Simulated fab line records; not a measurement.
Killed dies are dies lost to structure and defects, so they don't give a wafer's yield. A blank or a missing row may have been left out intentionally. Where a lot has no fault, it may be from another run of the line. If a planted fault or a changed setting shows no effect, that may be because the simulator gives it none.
Struck lot and sound lot, side by side	flow rit-cmos	17 out of 202 route steps
Sound: these wafers, L260.1, L260.3, L260.5. The struck wafers were L251.1, L251.4, L251.6. At the end, the cause is stated.
Order at every step that has rows: each side's tool, ch and its chambers, its first start. Under that, the readings that differ: sound wafers	struck wafers	difference of the means	sigmas: that difference in standard deviations of wafers without a fault.
alike: words and numbers the same on both sides, and readings whose means are apart by under 2 such deviations; not compared: readings that were withheld, readings missing a value for some wafer, numbers with overlapping values and no deviation given by the record, and bounds like >300 which may hide the same value.
The two part at a step that has a row with sigmas, a row that says differs or no value, or rows on one side only. When numbers do not overlap yet have no deviation, they are printed without sigmas and do not part them. Lack of a reading on every wafer of one side parts them only where that side has two or more wafers.

RIT_NWELL_TW_MEAS_10:
  sound: film-metro-03 at day 6 12:26; struck: film-metro-03 at day 4 14:41
  alike: NWELL_TW
then, 6 steps without rows for these wafers: RIT_PWELL_HMDS_00 (prime time 60 s); RIT_PWELL_COAT_01 (resist thk 1300 nm); RIT_PWELL_SOFTBAKE_02 (time 60 s); RIT_PWELL_EXPOSE_03 (exposes mask M3, target cd 43700 nm); RIT_PWELL_PEB_04; RIT_PWELL_DEVELOP_05 (develop time 68 s).
RIT_PWELL_OVL_MEAS_06:
  sound: overlay-01 at day 6 13:30; struck: overlay-01 at day 4 15:45
  alike: PWELL_OVL
then, 2 steps without rows for these wafers: RIT_PWELL_HARDBAKE_07 (time 120 s); RIT_PWELL_IMPLANT_08.
RIT_PWELL_STRIP_09: strips in O2, time 180 s.
  sound on plasma-asher-04 ch 0,1, day 6 13:56; struck on plasma-asher-02 ch 1, day 4 16:14
  alike: drypump-motor-current-A
  not compared: rf-hours-counter-h
RIT_PWELL_TW_MEAS_10:
  sound: film-metro-03 at day 6 14:07; struck: film-metro-03 at day 4 16:26
  alike: PWELL_TW
RIT_WELLDRIVE_ANNEAL_00: time 14700 s.
  sound on furnace-02 ch 0, day 6 14:52; struck on furnace-01 ch 0, day 4 16:57
reading	sound	struck	difference	sigmas
spike-tc-centre-C (C)	1102.5 1103.7 1101.9	1093.6 1093.9 1095.1	-8.5	-7
spike-tc-load-C (C)	1130.1 1129.1 1130.2	1114.1 1115.2 1113.3	-15.6	-5
spike-tc-source-C (C)	1127.6 1127.8 1129.8	1116.0 1117.0 1115.4	-12.3	-7
tube-center-temp-C (C)	1100.1 1100.1 1100.1	1092.1 1092.1 1092	-8.0	-80
tube_center_temp_C_max	1102.9 1103.1 1102.6	1095.9 1094.3 1095.1	-7.8	-18
  alike: zone-power-centre-pct
RIT_WELLDRIVE_RS_MEAS_01: uses a four-point probe to measure.
  sound: film-metro-03 at day 6 19:56; struck: film-metro-01 at day 4 22:02
reading	sound	struck	difference	sigmas
NWELL_RS (ohm/sq)	275.3 274.3 274.9	286.7 286.0 286.3	+11.5	+14
RIT_WELLDRIVE_RS_MEAS_02: uses a four-point probe to measure.
  sound: film-metro-03 at day 6 20:04; struck: film-metro-01 at day 4 22:09
reading	sound	struck	difference	sigmas
PWELL_RS (ohm/sq)	428.5 428.7 429.7	440.2 438.0 439.6	+10.3	+9
then, 1 step without rows for these wafers: RIT_NRETRO_HMDS_00 (prime time 60 s).
RIT_M1_PROBE_99:
  sound: prober-02 at day 8 05:44; struck: prober-01 at day 6 03:32
reading	sound	struck	difference	sigmas
model.etest.nwell-pinched.rs-ohm-sq	335.8 341.8 336.8	368.8 351.3 354	+19.9	
model.etest.pwell.rs-ohm-sq	415.4 415.3 412.8	428.7 426.4 425.4	+12.3	
model.etest.field-p-metal.vt-v (V)	-29.82 -29.08 -29.4	-26.73 -27.94 -27.59	+2.01	
model.etest.field-p.vt-v (V)	-12.36 -12.41 -12.43	-11.96 -11.96 -11.91	+0.46	
model.etest.diode-nplus-pwell.bv-v (V)	5.943 5.918 5.936	5.868 5.846 5.799	-0.095	
model.etest.diode-pplus-comb.cj-ff-um2	1.982 1.983 1.99	2.005 2.013 2.005	+0.023	
model.etest.cap-p-gate.c-min-ff-um2	2.289 2.324 2.318	2.33 2.342 2.345	+0.03	
  alike: killed-at-contacts, killed-at-front-end, killed-dies, killed-open, killed-short
  not compared: model.etest.pwell-pinched.rs-ohm-sq

== WHERE THEY PART ==
Last at RIT_WELLDRIVE_RS_MEAS_02 as far as this record goes, first at RIT_WELLDRIVE_ANNEAL_00. Later steps at which nothing parts them and some readings are alike: RIT_M1_PROBE_99.

WHY: whatever the simulator had introduced
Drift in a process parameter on furnace-01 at RIT_WELLDRIVE_ANNEAL_00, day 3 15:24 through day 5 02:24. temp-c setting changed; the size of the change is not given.
